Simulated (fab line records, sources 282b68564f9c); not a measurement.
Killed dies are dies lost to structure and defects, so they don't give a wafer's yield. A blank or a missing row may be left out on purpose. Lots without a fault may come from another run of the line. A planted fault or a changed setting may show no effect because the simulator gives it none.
Which tool did it? | flow rit_cmos | 7 lots, 21 wafers sampled, at 2 steps of a route of 202

WHAT THE GAUGES READ, wafer by wafer
RIT_SDANNEAL_RS_MEAS_04: measures by four-point-probe.
lot  | measured    | on            | PSD_RS (ohm/sq)
L118 | day 4 01:56 | film_metro-02 | 115.96 116.02 115.98
L120 | day 4 18:35 | film_metro-03 | 115.67 115.64 115.59
L122 | day 5 03:19 | film_metro-03 | 115.74 115.88 115.89
L125 | day 5 22:18 | film_metro-02 | 115.88 116.00 115.96
L132 | day 6 16:12 | film_metro-03 | 117.92 117.83 117.81
L133 | day 7 01:05 | film_metro-02 | 115.96 115.58 115.43
L140 | day 8 02:29 | film_metro-01 | 115.53 115.55 115.32

WHICH TOOL RAN EACH LOT (tool, then ch and the chambers of the sampled wafers, then the start)
lot  | RIT_PSD_IMPLANT_08
L118 | implanter-04 ch 0, day 4 01:08
L120 | implanter-01 ch 0, day 4 17:46
L122 | implanter-04 ch 0, day 5 02:29
L125 | implanter-04 ch 0, day 5 21:29
L132 | implanter-01 ch 0, day 6 15:11
L133 | implanter-04 ch 0, day 7 00:16
L140 | implanter-03 ch 0, day 8 01:38
- RIT_PSD_IMPLANT_08

THE ANSWER, worked out from the rows above alone
Rule: what is usual is taken from the lots themselves. Put in order of their means at a reading, lots are off if they are a third of the lots or fewer, leave a main group of 4 or more, and stand apart from it by a gap of 3 or more times the standard deviation of the main group's means; of several such gaps the widest counts. A main group whose means are all the same, to the digits that the tables above print for the reading, isn't used. A lot without any number at a reading at which 4 lots or more have one is off too. The other lots that the step has rows for count as sound.
Off: L132, at RIT_SDANNEAL_RS_MEAS_04 (PSD_RS). The main group: mean 115.75 ohm/sq, standard deviation 0.18.
A tool fits if, at a process step before that reading, it ran every lot that is off, and no sound lot after the first of them. The gauges at RIT_SDANNEAL_RS_MEAS_04 are tried like those tools. Can't be told from this: 2 tools fit, implanter-01 at RIT_PSD_IMPLANT_08, film_metro-03 at RIT_SDANNEAL_RS_MEAS_04.

WHAT THE SIMULATOR HAD PUT IN
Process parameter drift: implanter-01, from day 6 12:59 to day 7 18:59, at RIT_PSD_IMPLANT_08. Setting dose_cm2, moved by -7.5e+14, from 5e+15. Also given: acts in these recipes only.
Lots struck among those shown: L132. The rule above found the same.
